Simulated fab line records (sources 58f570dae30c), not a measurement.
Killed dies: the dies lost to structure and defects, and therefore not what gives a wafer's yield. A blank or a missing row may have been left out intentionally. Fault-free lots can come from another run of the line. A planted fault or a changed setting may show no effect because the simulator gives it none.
Split-lot experiment / flow berkeley-cmos170 / 5 lots, 23 wafers read, on a route of 331 steps

THE SPLIT ITSELF
At UCB170_PVT_IMPLANT_07, the setting dose-cm2 was moved away from the recipe's 2e+12 on 7 of the 23 wafers read, by -6.5% to +7.3%. The other wafers ran this setting at the recipe's value.

BETWEEN THE SPLIT AND THE READING: the file shows 1 step in between
- UCB170_PVT_STRIP_08: strips in O2

THE READING
PVT_TW, at UCB170_PVT_TW_MEAS_09. Typical for fault-free wafers on this fab line: 509, with standard deviation 4.7.

wafer=L075.1; tool, chamber at the split=implanter-03, 0; dose-cm2 as run=2e+12; against the recipe=recipe; PVT_TW=511; against lot-mates on the recipe=-
wafer=L075.2; tool, chamber at the split=implanter-03, 0; dose-cm2 as run=2.102e+12; against the recipe=+5.1%; PVT_TW=517; against lot-mates on the recipe=+5
wafer=L075.3; tool, chamber at the split=implanter-03, 0; dose-cm2 as run=2.102e+12; against the recipe=+5.1%; PVT_TW=519; against lot-mates on the recipe=+7
wafer=L075.4; tool, chamber at the split=implanter-03, 0; dose-cm2 as run=2e+12; against the recipe=recipe; PVT_TW=513; against lot-mates on the recipe=-
wafer=L075.5; tool, chamber at the split=implanter-03, 0; dose-cm2 as run=2e+12; against the recipe=recipe; PVT_TW=513; against lot-mates on the recipe=-
wafer=L079.1; tool, chamber at the split=implanter-03, 0; dose-cm2 as run=2e+12; against the recipe=recipe; PVT_TW=513; against lot-mates on the recipe=-
wafer=L079.2; tool, chamber at the split=implanter-03, 0; dose-cm2 as run=2e+12; against the recipe=recipe; PVT_TW=512; against lot-mates on the recipe=-
wafer=L079.3; tool, chamber at the split=implanter-03, 0; dose-cm2 as run=1.871e+12; against the recipe=-6.5%; PVT_TW=500; against lot-mates on the recipe=-12
wafer=L079.4; tool, chamber at the split=implanter-03, 0; dose-cm2 as run=1.871e+12; against the recipe=-6.5%; PVT_TW=500; against lot-mates on the recipe=-12
wafer=L079.6; tool, chamber at the split=implanter-03, 0; dose-cm2 as run=2e+12; against the recipe=recipe; PVT_TW=512; against lot-mates on the recipe=-
wafer=L080.2; tool, chamber at the split=implanter-04, 0; dose-cm2 as run=2e+12; against the recipe=recipe; PVT_TW=514; against lot-mates on the recipe=-
wafer=L080.3; tool, chamber at the split=implanter-04, 0; dose-cm2 as run=2e+12; against the recipe=recipe; PVT_TW=510; against lot-mates on the recipe=-
wafer=L080.4; tool, chamber at the split=implanter-04, 0; dose-cm2 as run=2e+12; against the recipe=recipe; PVT_TW=515; against lot-mates on the recipe=-
wafer=L081.1; tool, chamber at the split=implanter-02, 0; dose-cm2 as run=2.147e+12; against the recipe=+7.3%; PVT_TW=511; against lot-mates on the recipe=+10
wafer=L081.3; tool, chamber at the split=implanter-02, 0; dose-cm2 as run=2e+12; against the recipe=recipe; PVT_TW=503; against lot-mates on the recipe=-
wafer=L081.4; tool, chamber at the split=implanter-02, 0; dose-cm2 as run=2.147e+12; against the recipe=+7.3%; PVT_TW=510; against lot-mates on the recipe=+8
wafer=L081.5; tool, chamber at the split=implanter-02, 0; dose-cm2 as run=2.147e+12; against the recipe=+7.3%; PVT_TW=510; against lot-mates on the recipe=+8
wafer=L081.6; tool, chamber at the split=implanter-02, 0; dose-cm2 as run=2e+12; against the recipe=recipe; PVT_TW=500; against lot-mates on the recipe=-
wafer=L082.1; tool, chamber at the split=implanter-02, 0; dose-cm2 as run=2e+12; against the recipe=recipe; PVT_TW=508; against lot-mates on the recipe=-
wafer=L082.2; tool, chamber at the split=implanter-02, 0; dose-cm2 as run=2e+12; against the recipe=recipe; PVT_TW=509; against lot-mates on the recipe=-
wafer=L082.4; tool, chamber at the split=implanter-02, 0; dose-cm2 as run=2e+12; against the recipe=recipe; PVT_TW=508; against lot-mates on the recipe=-
wafer=L082.5; tool, chamber at the split=implanter-02, 0; dose-cm2 as run=2e+12; against the recipe=recipe; PVT_TW=508; against lot-mates on the recipe=-
wafer=L082.6; tool, chamber at the split=implanter-02, 0; dose-cm2 as run=2e+12; against the recipe=recipe; PVT_TW=511; against lot-mates on the recipe=-

FIT RESULTS
A straight line over all 23 wafers: PVT_TW changes by +0.785 for each +1% of dose-cm2; r = +0.55; the points scatter about the line by 4.4.
The same after taking each lot's own level away (the mean of its wafers on the recipe; 23 wafers): +1.43 for each +1%; r = +0.95; scatter 1.6.
That fit puts the effect of the largest move of dose-cm2 on the reading at 10.
The lots' own levels span 501.5 to 513.0, that is 2.4 times the standard deviation above.
So the lot-to-lot level blurs the effect unless lot-mates are compared.
Check: for one of the wafers moved furthest among these (+7.3%), held out of the fit, the line's prediction against its lot-mates is +9.94. It came out at +9.5 against them.

FILE'S OWN FIT
PVT_TW changes by +1.46 for each +1% of dose-cm2, r = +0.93.
